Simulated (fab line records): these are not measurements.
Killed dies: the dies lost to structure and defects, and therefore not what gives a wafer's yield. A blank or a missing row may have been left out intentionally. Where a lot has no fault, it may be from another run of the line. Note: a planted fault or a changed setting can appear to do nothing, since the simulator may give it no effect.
fab line records / flow berkeleyCmos170
record: lots: 14 wafers: 42 lastDay: 11
route steps=331 shown NVT@110 NLDD@166 SPACER@172 PSD@185
lots that met no fault: taken from a fault-free run of the same line
startH: the number of hours between the record's first day and the start of the first shown wafer of the lot / waitH: hours elapsed since this lot's preceding step / " identical to the entry in the row above / L1.1+2: several wafers, shown together as one row / - value missing, or start not given / * or withheld: withheld / < > ~ a bound
route shown NAME@n: NAME is a module with steps in the file, n the number in the route of the first one / usual: mean and standard deviation over wafers with no fault / same: alike in all rows / chamber/n: place in a boat / sites: each site's reading / _std_site: their standard deviation / _edge_site: the outer-site mean with the inner-site mean subtracted / radiusMm: how far each site lies from the wafer's centre / mask NAME#n: copy n / behind: the last tool/chamber to shape the wafer / hold: why the lot was held/for how many hours/how that ended / device: which transistor (n, p or np) failed to switch / end of line: the tests these same wafers got at the end of their route / a step without rows: its recipe alone / killed: count of dies lost to structure and defects at first sort (not the wafer's yield) / map: a wafer's dies, marking killed ones x, the rest . and places with no die _
set.NAME: the run value of the setting; set.NAME@STEP: its run value at that earlier step / model.NAME: the simulator's own value behind a step, which no gauge read
one table for each step of the route and one row for each wafer, over a sample of lots
services: a tool's chamber out of use, with start hour (startH, from the record's first day; less than 0 if before it), hours out, and reason
== steps ==
step: UCB170_NVT_OVL_MEAS_06
usual: NVT_OVL: 0/4.5
lot.wafer=L971.1 tool=overlay-01 chamber=- startH=115.95 waitH=- NVT_OVL[nm]=-1
lot.wafer=L971.5 tool=overlay-01 chamber=- startH=115.95 waitH=- NVT_OVL[nm]=-6
lot.wafer=L971.6 tool=overlay-01 chamber=- startH=115.95 waitH=- NVT_OVL[nm]=-9
lot.wafer=L973.2 tool=overlay-01 chamber=- startH=130.18 waitH=- NVT_OVL[nm]=6
lot.wafer=L973.4 tool=overlay-01 chamber=- startH=130.18 waitH=- NVT_OVL[nm]=2
lot.wafer=L973.6 tool=overlay-01 chamber=- startH=130.18 waitH=- NVT_OVL[nm]=9
lot.wafer=L972.1 tool=overlay-02 chamber=- startH=130.28 waitH=- NVT_OVL[nm]=1
lot.wafer=L972.2 tool=overlay-02 chamber=- startH=130.28 waitH=- NVT_OVL[nm]=-5
lot.wafer=L972.6 tool=overlay-02 chamber=- startH=130.28 waitH=- NVT_OVL[nm]=4
lot.wafer=L975.1 tool=overlay-01 chamber=- startH=139.00 waitH=- NVT_OVL[nm]=-2
lot.wafer=L975.5 tool=overlay-01 chamber=- startH=139.00 waitH=- NVT_OVL[nm]=-10
lot.wafer=L975.6 tool=overlay-01 chamber=- startH=139.00 waitH=- NVT_OVL[nm]=-6
lot.wafer=L974.2 tool=overlay-01 chamber=- startH=139.17 waitH=- NVT_OVL[nm]=-1
lot.wafer=L974.4 tool=overlay-01 chamber=- startH=139.17 waitH=- NVT_OVL[nm]=-8
lot.wafer=L974.6 tool=overlay-01 chamber=- startH=139.17 waitH=- NVT_OVL[nm]=1
lot.wafer=L977.1 tool=overlay-01 chamber=- startH=153.70 waitH=- NVT_OVL[nm]=0
lot.wafer=L977.2 tool=overlay-01 chamber=- startH=153.70 waitH=- NVT_OVL[nm]=2
lot.wafer=L977.6 tool=overlay-01 chamber=- startH=153.70 waitH=- NVT_OVL[nm]=-5
lot.wafer=L976.1 tool=overlay-01 chamber=- startH=153.98 waitH=- NVT_OVL[nm]=2
lot.wafer=L976.2 tool=overlay-01 chamber=- startH=153.98 waitH=- NVT_OVL[nm]=-3
lot.wafer=L976.4 tool=overlay-01 chamber=- startH=153.98 waitH=- NVT_OVL[nm]=-8
lot.wafer=L978.1 tool=overlay-02 chamber=- startH=153.98 waitH=- NVT_OVL[nm]=0
lot.wafer=L978.5 tool=overlay-02 chamber=- startH=153.98 waitH=- NVT_OVL[nm]=-8
lot.wafer=L978.6 tool=overlay-02 chamber=- startH=153.98 waitH=- NVT_OVL[nm]=-6
lot.wafer=L980.1 tool=overlay-02 chamber=- startH=160.69 waitH=- NVT_OVL[nm]=-3
lot.wafer=L980.2 tool=overlay-02 chamber=- startH=160.69 waitH=- NVT_OVL[nm]=1
lot.wafer=L980.3 tool=overlay-02 chamber=- startH=160.69 waitH=- NVT_OVL[nm]=1
lot.wafer=L981.3 tool=overlay-01 chamber=- startH=160.84 waitH=- NVT_OVL[nm]=-3
lot.wafer=L981.4 tool=overlay-01 chamber=- startH=160.84 waitH=- NVT_OVL[nm]=-2
lot.wafer=L981.6 tool=overlay-01 chamber=- startH=160.84 waitH=- NVT_OVL[nm]=-1
lot.wafer=L984.2 tool=overlay-02 chamber=- startH=176.82 waitH=- NVT_OVL[nm]=-1
lot.wafer=L984.4 tool=overlay-02 chamber=- startH=176.82 waitH=- NVT_OVL[nm]=-3
lot.wafer=L984.6 tool=overlay-02 chamber=- startH=176.82 waitH=- NVT_OVL[nm]=3
lot.wafer=L986.1 tool=overlay-02 chamber=- startH=189.19 waitH=- NVT_OVL[nm]=9
lot.wafer=L986.4 tool=overlay-02 chamber=- startH=189.19 waitH=- NVT_OVL[nm]=8
lot.wafer=L986.6 tool=overlay-02 chamber=- startH=189.19 waitH=- NVT_OVL[nm]=4
lot.wafer=L991.1 tool=overlay-02 chamber=- startH=206.22 waitH=- NVT_OVL[nm]=3
lot.wafer=L991.4 tool=overlay-02 chamber=- startH=206.22 waitH=- NVT_OVL[nm]=-5
lot.wafer=L991.6 tool=overlay-02 chamber=- startH=206.22 waitH=- NVT_OVL[nm]=-7
lot.wafer=L992.1 tool=overlay-01 chamber=- startH=214.43 waitH=- NVT_OVL[nm]=1
lot.wafer=L992.2 tool=overlay-01 chamber=- startH=214.43 waitH=- NVT_OVL[nm]=0
lot.wafer=L992.3 tool=overlay-01 chamber=- startH=214.43 waitH=- NVT_OVL[nm]=-1
step: UCB170_NLDD_IMPLANT_08
recipe: species: As doseCm2: 5e+13 energyKev: 30 tiltDeg: 7 rotationDeg: 0
usual: doseIonsCm2: 4.999e+13/5.4e+10 faradayCurrentUA: 158/3.3
same: implantIonAmu: 75
lot.wafer=L971.1 tool=implanter-04 chamber=0 startH=135.47 waitH=0.0 doseIonsCm2=5.011e+13 faradayCurrentUA=157
lot.wafer=L971.5 tool=implanter-04 chamber=0 startH=135.47 waitH=0.0 doseIonsCm2=4.997e+13 faradayCurrentUA=157
lot.wafer=L971.6 tool=implanter-04 chamber=0 startH=135.47 waitH=0.0 doseIonsCm2=4.993e+13 faradayCurrentUA=150
lot.wafer=L973.2 tool=implanter-04 chamber=0 startH=148.72 waitH=0.0 doseIonsCm2=4.992e+13 faradayCurrentUA=162
lot.wafer=L973.4 tool=implanter-04 chamber=0 startH=148.72 waitH=0.0 doseIonsCm2=4.99e+13 faradayCurrentUA=163
lot.wafer=L973.6 tool=implanter-04 chamber=0 startH=148.72 waitH=0.0 doseIonsCm2=5.001e+13 faradayCurrentUA=164
lot.wafer=L972.1 tool=implanter-03 chamber=0 startH=152.40 waitH=0.0 doseIonsCm2=5e+13 faradayCurrentUA=163
lot.wafer=L972.2 tool=implanter-03 chamber=0 startH=152.40 waitH=0.0 doseIonsCm2=4.994e+13 faradayCurrentUA=157
lot.wafer=L972.6 tool=implanter-03 chamber=0 startH=152.40 waitH=0.0 doseIonsCm2=5.006e+13 faradayCurrentUA=158
lot.wafer=L975.1 tool=implanter-03 chamber=0 startH=158.16 waitH=0.0 doseIonsCm2=4.99e+13 faradayCurrentUA=161
lot.wafer=L975.5 tool=implanter-03 chamber=0 startH=158.16 waitH=0.0 doseIonsCm2=4.998e+13 faradayCurrentUA=163
lot.wafer=L975.6 tool=implanter-03 chamber=0 startH=158.16 waitH=0.0 doseIonsCm2=5.001e+13 faradayCurrentUA=162
lot.wafer=L974.2 tool=implanter-03 chamber=0 startH=158.48 waitH=0.1 doseIonsCm2=4.441e+13 faradayCurrentUA=140
lot.wafer=L974.4 tool=implanter-03 chamber=0 startH=158.48 waitH=0.1 doseIonsCm2=4.427e+13 faradayCurrentUA=141
lot.wafer=L974.6 tool=implanter-03 chamber=0 startH=158.48 waitH=0.1 doseIonsCm2=4.436e+13 faradayCurrentUA=144
lot.wafer=L977.1 tool=implanter-04 chamber=0 startH=176.40 waitH=0.0 doseIonsCm2=4.988e+13 faradayCurrentUA=153
lot.wafer=L977.2 tool=implanter-04 chamber=0 startH=176.40 waitH=0.0 doseIonsCm2=4.993e+13 faradayCurrentUA=164
lot.wafer=L977.6 tool=implanter-04 chamber=0 startH=176.40 waitH=0.0 doseIonsCm2=4.995e+13 faradayCurrentUA=154
lot.wafer=L978.1 tool=implanter-02 chamber=0 startH=176.52 waitH=0.0 doseIonsCm2=5e+13 faradayCurrentUA=160
lot.wafer=L978.5 tool=implanter-02 chamber=0 startH=176.52 waitH=0.0 doseIonsCm2=5.001e+13 faradayCurrentUA=160
lot.wafer=L978.6 tool=implanter-02 chamber=0 startH=176.52 waitH=0.0 doseIonsCm2=4.995e+13 faradayCurrentUA=158
lot.wafer=L976.1 tool=implanter-04 chamber=0 startH=176.70 waitH=0.0 doseIonsCm2=5.001e+13 faradayCurrentUA=155
lot.wafer=L976.2 tool=implanter-04 chamber=0 startH=176.70 waitH=0.0 doseIonsCm2=5.012e+13 faradayCurrentUA=159
lot.wafer=L976.4 tool=implanter-04 chamber=0 startH=176.70 waitH=0.0 doseIonsCm2=4.995e+13 faradayCurrentUA=159
lot.wafer=L980.1 tool=implanter-03 chamber=0 startH=182.33 waitH=0.0 doseIonsCm2=4.427e+13 faradayCurrentUA=143
lot.wafer=L980.2 tool=implanter-03 chamber=0 startH=182.33 waitH=0.0 doseIonsCm2=4.421e+13 faradayCurrentUA=140
lot.wafer=L980.3 tool=implanter-03 chamber=0 startH=182.33 waitH=0.0 doseIonsCm2=4.43e+13 faradayCurrentUA=146
lot.wafer=L981.3 tool=implanter-04 chamber=0 startH=183.38 waitH=0.1 doseIonsCm2=4.999e+13 faradayCurrentUA=163
lot.wafer=L981.4 tool=implanter-04 chamber=0 startH=183.38 waitH=0.1 doseIonsCm2=4.993e+13 faradayCurrentUA=155
lot.wafer=L981.6 tool=implanter-04 chamber=0 startH=183.38 waitH=0.1 doseIonsCm2=4.998e+13 faradayCurrentUA=156
lot.wafer=L984.2 tool=implanter-02 chamber=0 startH=193.89 waitH=0.0 doseIonsCm2=4.998e+13 faradayCurrentUA=156
lot.wafer=L984.4 tool=implanter-02 chamber=0 startH=193.89 waitH=0.0 doseIonsCm2=4.999e+13 faradayCurrentUA=156
lot.wafer=L984.6 tool=implanter-02 chamber=0 startH=193.89 waitH=0.0 doseIonsCm2=4.997e+13 faradayCurrentUA=160
lot.wafer=L986.1 tool=implanter-04 chamber=0 startH=209.52 waitH=0.0 doseIonsCm2=4.997e+13 faradayCurrentUA=157
lot.wafer=L986.4 tool=implanter-04 chamber=0 startH=209.52 waitH=0.0 doseIonsCm2=4.993e+13 faradayCurrentUA=163
lot.wafer=L986.6 tool=implanter-04 chamber=0 startH=209.52 waitH=0.0 doseIonsCm2=4.997e+13 faradayCurrentUA=160
lot.wafer=L991.1 tool=implanter-04 chamber=0 startH=226.58 waitH=0.0 doseIonsCm2=5.002e+13 faradayCurrentUA=163
lot.wafer=L991.4 tool=implanter-04 chamber=0 startH=226.58 waitH=0.0 doseIonsCm2=4.994e+13 faradayCurrentUA=161
lot.wafer=L991.6 tool=implanter-04 chamber=0 startH=226.58 waitH=0.0 doseIonsCm2=4.995e+13 faradayCurrentUA=153
lot.wafer=L992.1 tool=implanter-02 chamber=0 startH=231.28 waitH=0.0 doseIonsCm2=4.995e+13 faradayCurrentUA=161
lot.wafer=L992.2 tool=implanter-02 chamber=0 startH=231.28 waitH=0.0 doseIonsCm2=4.997e+13 faradayCurrentUA=161
lot.wafer=L992.3 tool=implanter-02 chamber=0 startH=231.28 waitH=0.0 doseIonsCm2=4.997e+13 faradayCurrentUA=156
step: UCB170_SPACER_THK_MEAS_01
recipe: reads: SiO2_of_SPACER_CVD_00
usual: SPACER_TEOS_THK: 377/5.1
lot.wafer=L971.1 tool=filmMetro-03 chamber=- startH=136.24 waitH=0.0 SPACER_TEOS_THK[nm]=376
lot.wafer=L971.5 tool=filmMetro-03 chamber=- startH=136.24 waitH=0.0 SPACER_TEOS_THK[nm]=387
lot.wafer=L971.6 tool=filmMetro-03 chamber=- startH=136.24 waitH=0.0 SPACER_TEOS_THK[nm]=383
lot.wafer=L973.2 tool=filmMetro-03 chamber=- startH=150.51 waitH=0.0 SPACER_TEOS_THK[nm]=381
lot.wafer=L973.4 tool=filmMetro-03 chamber=- startH=150.51 waitH=0.0 SPACER_TEOS_THK[nm]=381
lot.wafer=L973.6 tool=filmMetro-03 chamber=- startH=150.51 waitH=0.0 SPACER_TEOS_THK[nm]=382
lot.wafer=L972.1 tool=filmMetro-01 chamber=- startH=153.10 waitH=0.0 SPACER_TEOS_THK[nm]=371
lot.wafer=L972.2 tool=filmMetro-01 chamber=- startH=153.10 waitH=0.0 SPACER_TEOS_THK[nm]=369
lot.wafer=L972.6 tool=filmMetro-01 chamber=- startH=153.10 waitH=0.0 SPACER_TEOS_THK[nm]=375
lot.wafer=L975.1 tool=filmMetro-03 chamber=- startH=158.84 waitH=0.0 SPACER_TEOS_THK[nm]=371
lot.wafer=L975.5 tool=filmMetro-03 chamber=- startH=158.84 waitH=0.0 SPACER_TEOS_THK[nm]=378
lot.wafer=L975.6 tool=filmMetro-03 chamber=- startH=158.84 waitH=0.0 SPACER_TEOS_THK[nm]=375
lot.wafer=L974.2 tool=filmMetro-02 chamber=- startH=159.19 waitH=0.0 SPACER_TEOS_THK[nm]=377
lot.wafer=L974.4 tool=filmMetro-02 chamber=- startH=159.19 waitH=0.0 SPACER_TEOS_THK[nm]=381
lot.wafer=L974.6 tool=filmMetro-02 chamber=- startH=159.19 waitH=0.0 SPACER_TEOS_THK[nm]=382
lot.wafer=L977.1 tool=filmMetro-03 chamber=- startH=177.09 waitH=0.0 SPACER_TEOS_THK[nm]=371
lot.wafer=L977.2 tool=filmMetro-03 chamber=- startH=177.09 waitH=0.0 SPACER_TEOS_THK[nm]=368
lot.wafer=L977.6 tool=filmMetro-03 chamber=- startH=177.09 waitH=0.0 SPACER_TEOS_THK[nm]=380
lot.wafer=L978.1 tool=filmMetro-03 chamber=- startH=177.20 waitH=0.0 SPACER_TEOS_THK[nm]=372
lot.wafer=L978.5 tool=filmMetro-03 chamber=- startH=177.20 waitH=0.0 SPACER_TEOS_THK[nm]=376
lot.wafer=L978.6 tool=filmMetro-03 chamber=- startH=177.20 waitH=0.0 SPACER_TEOS_THK[nm]=375
lot.wafer=L976.1 tool=filmMetro-03 chamber=- startH=177.38 waitH=0.0 SPACER_TEOS_THK[nm]=380
lot.wafer=L976.2 tool=filmMetro-03 chamber=- startH=177.38 waitH=0.0 SPACER_TEOS_THK[nm]=380
lot.wafer=L976.4 tool=filmMetro-03 chamber=- startH=177.38 waitH=0.0 SPACER_TEOS_THK[nm]=383
lot.wafer=L980.1 tool=filmMetro-01 chamber=- startH=183.01 waitH=0.0 SPACER_TEOS_THK[nm]=372
lot.wafer=L980.2 tool=filmMetro-01 chamber=- startH=183.01 waitH=0.0 SPACER_TEOS_THK[nm]=373
lot.wafer=L980.3 tool=filmMetro-01 chamber=- startH=183.01 waitH=0.0 SPACER_TEOS_THK[nm]=379
lot.wafer=L981.3 tool=filmMetro-03 chamber=- startH=184.03 waitH=0.0 SPACER_TEOS_THK[nm]=373
lot.wafer=L981.4 tool=filmMetro-03 chamber=- startH=184.03 waitH=0.0 SPACER_TEOS_THK[nm]=375
lot.wafer=L981.6 tool=filmMetro-03 chamber=- startH=184.03 waitH=0.0 SPACER_TEOS_THK[nm]=380
lot.wafer=L984.2 tool=filmMetro-03 chamber=- startH=194.59 waitH=0.0 SPACER_TEOS_THK[nm]=366
lot.wafer=L984.4 tool=filmMetro-03 chamber=- startH=194.59 waitH=0.0 SPACER_TEOS_THK[nm]=376
lot.wafer=L984.6 tool=filmMetro-03 chamber=- startH=194.59 waitH=0.0 SPACER_TEOS_THK[nm]=377
lot.wafer=L986.1 tool=filmMetro-03 chamber=- startH=210.19 waitH=0.0 SPACER_TEOS_THK[nm]=376
lot.wafer=L986.4 tool=filmMetro-03 chamber=- startH=210.19 waitH=0.0 SPACER_TEOS_THK[nm]=380
lot.wafer=L986.6 tool=filmMetro-03 chamber=- startH=210.19 waitH=0.0 SPACER_TEOS_THK[nm]=376
lot.wafer=L991.1 tool=filmMetro-01 chamber=- startH=227.28 waitH=0.0 SPACER_TEOS_THK[nm]=372
lot.wafer=L991.4 tool=filmMetro-01 chamber=- startH=227.28 waitH=0.0 SPACER_TEOS_THK[nm]=381
lot.wafer=L991.6 tool=filmMetro-01 chamber=- startH=227.28 waitH=0.0 SPACER_TEOS_THK[nm]=382
lot.wafer=L992.1 tool=filmMetro-02 chamber=- startH=232.75 waitH=0.0 SPACER_TEOS_THK[nm]=380
lot.wafer=L992.2 tool=filmMetro-02 chamber=- startH=232.75 waitH=0.0 SPACER_TEOS_THK[nm]=374
lot.wafer=L992.3 tool=filmMetro-02 chamber=- startH=232.75 waitH=0.0 SPACER_TEOS_THK[nm]=371
step: UCB170_PSD_TW_MEAS_10
usual: PSD_TW: 2326/21
lot.wafer=L971.1 tool=filmMetro-04 chamber=- startH=141.80 waitH=0.2 PSD_TW=2310
lot.wafer=L971.5 tool=filmMetro-04 chamber=- startH=141.80 waitH=0.2 PSD_TW=2307
lot.wafer=L971.6 tool=filmMetro-04 chamber=- startH=141.80 waitH=0.2 PSD_TW=2303
lot.wafer=L973.2 tool=filmMetro-01 chamber=- startH=155.30 waitH=0.1 PSD_TW=2325
lot.wafer=L973.4 tool=filmMetro-01 chamber=- startH=155.30 waitH=0.1 PSD_TW=2341
lot.wafer=L973.6 tool=filmMetro-01 chamber=- startH=155.30 waitH=0.1 PSD_TW=2354
lot.wafer=L972.1 tool=filmMetro-04 chamber=- startH=158.05 waitH=0.1 PSD_TW=2312
lot.wafer=L972.2 tool=filmMetro-04 chamber=- startH=158.05 waitH=0.1 PSD_TW=2313
lot.wafer=L972.6 tool=filmMetro-04 chamber=- startH=158.05 waitH=0.1 PSD_TW=2321
lot.wafer=L975.1 tool=filmMetro-02 chamber=- startH=165.61 waitH=0.1 PSD_TW=2331
lot.wafer=L975.5 tool=filmMetro-02 chamber=- startH=165.61 waitH=0.1 PSD_TW=2321
lot.wafer=L975.6 tool=filmMetro-02 chamber=- startH=165.61 waitH=0.1 PSD_TW=2334
lot.wafer=L974.2 tool=filmMetro-01 chamber=- startH=166.48 waitH=0.1 PSD_TW=2349
lot.wafer=L974.4 tool=filmMetro-01 chamber=- startH=166.48 waitH=0.1 PSD_TW=2355
lot.wafer=L974.6 tool=filmMetro-01 chamber=- startH=166.48 waitH=0.1 PSD_TW=2348
lot.wafer=L977.1 tool=filmMetro-02 chamber=- startH=182.45 waitH=0.1 PSD_TW=2337
lot.wafer=L977.2 tool=filmMetro-02 chamber=- startH=182.45 waitH=0.1 PSD_TW=2328
lot.wafer=L977.6 tool=filmMetro-02 chamber=- startH=182.45 waitH=0.1 PSD_TW=2358
lot.wafer=L976.1 tool=filmMetro-04 chamber=- startH=182.73 waitH=0.1 PSD_TW=2310
lot.wafer=L976.2 tool=filmMetro-04 chamber=- startH=182.73 waitH=0.1 PSD_TW=2300
lot.wafer=L976.4 tool=filmMetro-04 chamber=- startH=182.73 waitH=0.1 PSD_TW=2293
lot.wafer=L978.1 tool=filmMetro-02 chamber=- startH=182.78 waitH=0.1 PSD_TW=2341
lot.wafer=L978.5 tool=filmMetro-02 chamber=- startH=182.78 waitH=0.1 PSD_TW=2345
lot.wafer=L978.6 tool=filmMetro-02 chamber=- startH=182.78 waitH=0.1 PSD_TW=2329
lot.wafer=L981.3 tool=filmMetro-01 chamber=- startH=188.39 waitH=0.1 PSD_TW=2334
lot.wafer=L981.4 tool=filmMetro-01 chamber=- startH=188.39 waitH=0.1 PSD_TW=2339
lot.wafer=L981.6 tool=filmMetro-01 chamber=- startH=188.39 waitH=0.1 PSD_TW=2336
lot.wafer=L980.1 tool=filmMetro-04 chamber=- startH=188.94 waitH=0.1 PSD_TW=2286
lot.wafer=L980.2 tool=filmMetro-04 chamber=- startH=188.94 waitH=0.1 PSD_TW=2302
lot.wafer=L980.3 tool=filmMetro-04 chamber=- startH=188.94 waitH=0.1 PSD_TW=2297
lot.wafer=L984.2 tool=filmMetro-04 chamber=- startH=200.73 waitH=0.1 PSD_TW=2298
lot.wafer=L984.4 tool=filmMetro-04 chamber=- startH=200.73 waitH=0.1 PSD_TW=2290
lot.wafer=L984.6 tool=filmMetro-04 chamber=- startH=200.73 waitH=0.1 PSD_TW=2303
lot.wafer=L986.1 tool=filmMetro-04 chamber=- startH=217.58 waitH=0.1 PSD_TW=2308
lot.wafer=L986.4 tool=filmMetro-04 chamber=- startH=217.58 waitH=0.1 PSD_TW=2305
lot.wafer=L986.6 tool=filmMetro-04 chamber=- startH=217.58 waitH=0.1 PSD_TW=2303
lot.wafer=L991.1 tool=filmMetro-04 chamber=- startH=232.78 waitH=0.1 PSD_TW=2309
lot.wafer=L991.4 tool=filmMetro-04 chamber=- startH=232.78 waitH=0.1 PSD_TW=2304
lot.wafer=L991.6 tool=filmMetro-04 chamber=- startH=232.78 waitH=0.1 PSD_TW=2305
lot.wafer=L992.1 tool=filmMetro-01 chamber=- startH=238.83 waitH=0.1 PSD_TW=2339
lot.wafer=L992.2 tool=filmMetro-01 chamber=- startH=238.83 waitH=0.1 PSD_TW=2330
lot.wafer=L992.3 tool=filmMetro-01 chamber=- startH=238.83 waitH=0.1 PSD_TW=2337
step: UCB170_SDANNEAL_RS_MEAS_05
recipe: thkMeasGauge: four-point-probe
usual: NLDD_RS: 616.7/1.7
lot.wafer=L971.1 tool=filmMetro-04 chamber=- startH=144.91 waitH=0.1 NLDD_RS[ohm/sq]=617.5
lot.wafer=L971.5 tool=filmMetro-04 chamber=- startH=144.91 waitH=0.1 NLDD_RS[ohm/sq]=617.7
lot.wafer=L971.6 tool=filmMetro-04 chamber=- startH=144.91 waitH=0.1 NLDD_RS[ohm/sq]=618.3
lot.wafer=L973.2 tool=filmMetro-02 chamber=- startH=158.32 waitH=0.1 NLDD_RS[ohm/sq]=616.3
lot.wafer=L973.4 tool=filmMetro-02 chamber=- startH=158.32 waitH=0.1 NLDD_RS[ohm/sq]=617.9
lot.wafer=L973.6 tool=filmMetro-02 chamber=- startH=158.32 waitH=0.1 NLDD_RS[ohm/sq]=617.0
lot.wafer=L972.1 tool=filmMetro-04 chamber=- startH=161.33 waitH=0.1 NLDD_RS[ohm/sq]=617.6
lot.wafer=L972.2 tool=filmMetro-04 chamber=- startH=161.33 waitH=0.1 NLDD_RS[ohm/sq]=617.8
lot.wafer=L972.6 tool=filmMetro-04 chamber=- startH=161.33 waitH=0.1 NLDD_RS[ohm/sq]=618.5
lot.wafer=L975.1 tool=filmMetro-02 chamber=- startH=168.62 waitH=0.1 NLDD_RS[ohm/sq]=617.1
lot.wafer=L975.5 tool=filmMetro-02 chamber=- startH=168.62 waitH=0.1 NLDD_RS[ohm/sq]=619.4
lot.wafer=L975.6 tool=filmMetro-02 chamber=- startH=168.62 waitH=0.1 NLDD_RS[ohm/sq]=615.6
lot.wafer=L974.2 tool=filmMetro-01 chamber=- startH=169.59 waitH=0.1 NLDD_RS[ohm/sq]=643.6
lot.wafer=L974.4 tool=filmMetro-01 chamber=- startH=169.59 waitH=0.1 NLDD_RS[ohm/sq]=642.2
lot.wafer=L974.6 tool=filmMetro-01 chamber=- startH=169.59 waitH=0.1 NLDD_RS[ohm/sq]=644.5
lot.wafer=L977.1 tool=filmMetro-01 chamber=- startH=186.20 waitH=0.1 NLDD_RS[ohm/sq]=617.0
lot.wafer=L977.2 tool=filmMetro-01 chamber=- startH=186.20 waitH=0.1 NLDD_RS[ohm/sq]=618.0
lot.wafer=L977.6 tool=filmMetro-01 chamber=- startH=186.20 waitH=0.1 NLDD_RS[ohm/sq]=617.2
lot.wafer=L976.1 tool=filmMetro-02 chamber=- startH=188.96 waitH=0.1 NLDD_RS[ohm/sq]=615.7
lot.wafer=L976.2 tool=filmMetro-02 chamber=- startH=188.96 waitH=0.1 NLDD_RS[ohm/sq]=615.9
lot.wafer=L976.4 tool=filmMetro-02 chamber=- startH=188.96 waitH=0.1 NLDD_RS[ohm/sq]=618.0
lot.wafer=L978.1 tool=filmMetro-01 chamber=- startH=189.42 waitH=0.1 NLDD_RS[ohm/sq]=614.0
lot.wafer=L978.5 tool=filmMetro-01 chamber=- startH=189.42 waitH=0.1 NLDD_RS[ohm/sq]=613.5
lot.wafer=L978.6 tool=filmMetro-01 chamber=- startH=189.42 waitH=0.1 NLDD_RS[ohm/sq]=614.2
lot.wafer=L981.3 tool=filmMetro-01 chamber=- startH=192.56 waitH=0.1 NLDD_RS[ohm/sq]=615.2
lot.wafer=L981.4 tool=filmMetro-01 chamber=- startH=192.56 waitH=0.1 NLDD_RS[ohm/sq]=617.4
lot.wafer=L981.6 tool=filmMetro-01 chamber=- startH=192.56 waitH=0.1 NLDD_RS[ohm/sq]=616.9
lot.wafer=L980.1 tool=filmMetro-01 chamber=- startH=193.50 waitH=0.1 NLDD_RS[ohm/sq]=641.2
lot.wafer=L980.2 tool=filmMetro-01 chamber=- startH=193.50 waitH=0.1 NLDD_RS[ohm/sq]=641.7
lot.wafer=L980.3 tool=filmMetro-01 chamber=- startH=193.50 waitH=0.1 NLDD_RS[ohm/sq]=642.5
lot.wafer=L984.2 tool=filmMetro-04 chamber=- startH=204.73 waitH=0.1 NLDD_RS[ohm/sq]=617.6
lot.wafer=L984.4 tool=filmMetro-04 chamber=- startH=204.73 waitH=0.1 NLDD_RS[ohm/sq]=618.2
lot.wafer=L984.6 tool=filmMetro-04 chamber=- startH=204.73 waitH=0.1 NLDD_RS[ohm/sq]=617.3
lot.wafer=L986.1 tool=filmMetro-01 chamber=- startH=223.76 waitH=0.1 NLDD_RS[ohm/sq]=615.0
lot.wafer=L986.4 tool=filmMetro-01 chamber=- startH=223.76 waitH=0.1 NLDD_RS[ohm/sq]=615.4
lot.wafer=L986.6 tool=filmMetro-01 chamber=- startH=223.76 waitH=0.1 NLDD_RS[ohm/sq]=612.0
lot.wafer=L991.1 tool=filmMetro-02 chamber=- startH=237.67 waitH=0.1 NLDD_RS[ohm/sq]=617.1
lot.wafer=L991.4 tool=filmMetro-02 chamber=- startH=237.67 waitH=0.1 NLDD_RS[ohm/sq]=615.9
lot.wafer=L991.6 tool=filmMetro-02 chamber=- startH=237.67 waitH=0.1 NLDD_RS[ohm/sq]=614.7
lot.wafer=L992.1 tool=filmMetro-04 chamber=- startH=243.11 waitH=0.1 NLDD_RS[ohm/sq]=619.8
lot.wafer=L992.2 tool=filmMetro-04 chamber=- startH=243.11 waitH=0.1 NLDD_RS[ohm/sq]=621.2
lot.wafer=L992.3 tool=filmMetro-04 chamber=- startH=243.11 waitH=0.1 NLDD_RS[ohm/sq]=621.5
== services ==
tool=implanter-02 chamber=- startH=150.03 hours=2.5 kind=repair
tool=implanter-02 chamber=- startH=152.59 hours=11.0 kind=pm
tool=implanter-04 chamber=- startH=156.31 hours=4.5 kind=pm
tool=implanter-03 chamber=- startH=176.41 hours=3.8 kind=repair
tool=implanter-04 chamber=- startH=219.57 hours=1.7 kind=repair
== key ==
firstSign: step: UCB170_NLDD_IMPLANT_08 reading: doseIonsCm2 direction: down sigmas: 99+ usual: 4.999e+13 struck: 4.43e+13
effect: step: UCB170_NLDD_IMPLANT_08 reading: faradayCurrentUA direction: down sigmas: 4.9 usual: 158 struck: 142
effect: step: UCB170_SDANNEAL_RS_MEAS_05 reading: NLDD_RS direction: up sigmas: 15 usual: 616.7 struck: 642.6
metAt UCB170_NLDD_IMPLANT_08
struckLots L974,L980
testerLeftOut L974,L980
notActingAt UCB170_NVT_OVL_MEAS_06,UCB170_SPACER_THK_MEAS_01,UCB170_PSD_TW_MEAS_10
onsetBetween 158.16 158.48
fault: kind: processParameterDrift tool: implanter-03 chamber: - onsetH: 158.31 steps: UCB170_NLDD_IMPLANT_08 channel: doseCm2 offset: -5.6838e+12 shape: step endH: 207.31 actsIn: theseRecipesOnly stated: 5e+13
testerLeftOut: of these lots the tester's yield and bins aren't shown, on N5 and GAA mostly nor the transistor test; their killed dies are dies lost to structure and defects alone, not to doping, threshold or leakage, so they don't give the yield
